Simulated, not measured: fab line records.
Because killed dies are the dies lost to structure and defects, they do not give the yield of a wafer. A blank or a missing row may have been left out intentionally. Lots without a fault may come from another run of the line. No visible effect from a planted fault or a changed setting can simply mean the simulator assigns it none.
Code-filled problem report in 8D (eight disciplines) form -- flow rit_cmos -- the parts of the form that need people (team, actions taken, sign-off) are left out

== 1. THE ISSUE ==
heater_power_total_W at RIT_PRETRO_SOFTBAKE_02 reads a mean of 34.24 W on 6 wafers of 2 lots; wafers without a fault read 34.57 W with a standard deviation of 0.055. Measured from the usual mean, that is -5.9 standard deviations.
The step: time 60 s.
The first sign was on wafer L873.3 at day 4 23:06, on litho_track-03. The record has a number at this step for 42 wafers belonging to 14 lots. Rule for "out", or "out of limits": more than 4 standard deviations from the usual mean. The other wafers with a number count as sound.

== 2. WHAT THIS IS AND IS NOT ==
question,is,is not
which readings at this step,"heater_power_total_W, plate_temp_C",resist_line_temp_C
which lots,"L873, L874","L860, L861, L862, L863, L866, L868, L872, L875, L877, L879, L880, L883"
which wafers of those lots,all that have a number,-
read on which tools,litho_track-03,"litho_track-01, litho_track-02"
when,from day 4 23:06,"up to then (21 sound wafers); but 15 sound wafers of L875, L877, L879, L880, L883 came after"

== 3. SUSPECTS, AND WHAT RULES EACH OUT ==
Counting: a tool stays on the suspect list if, at a process step up to the reading, it processed all lots that are out and no sound lot following the first of them.
- litho_track-03 at RIT_PRETRO_SOFTBAKE_02 (time 60 s): kept. It processed each lot that is out, first L873 at day 4 23:06, and no sound lot thereafter; up to then, the last sound lot it processed was L866 at day 3 12:03. Its own readings are out on those wafers: heater_power_total_W, plate_temp_C.
Left after counting: litho_track-03 at RIT_PRETRO_SOFTBAKE_02.

== 4. THE CAUSE (what the simulator had put in) ==
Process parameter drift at RIT_PRETRO_SOFTBAKE_02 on litho_track-03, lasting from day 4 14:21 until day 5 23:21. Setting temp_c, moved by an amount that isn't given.
Only this tool survived the counting.

== 5. THE EFFECT CHAIN, in route order ==
Each row: a reading whose mean over the struck wafers that have a number lies more than 3 standard deviations from the usual. Only readings for which the record gives a usual standard deviation are gone through. hours: the time from each lot's start at the first step in this table that gives one to its start at this step, as a median over the lots. sigmas: the change in usual standard deviations.
hours,step,reading,usual,on struck wafers,change,sigmas
0,RIT_PRETRO_SOFTBAKE_02,heater_power_total_W,34.57 W,34.24,-0.33,-5.9
0,RIT_PRETRO_SOFTBAKE_02,plate_temp_C,90.00 C,89.20,-0.80,-6.2
Process steps it contains:
- RIT_PRETRO_SOFTBAKE_02: time 60 s.

== 6. HOW IT WOULD HAVE BEEN CAUGHT EARLIER ==
9 hours passed between the start of the fault at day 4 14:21 and the first reading out of limits in this record, taken at day 4 23:06.
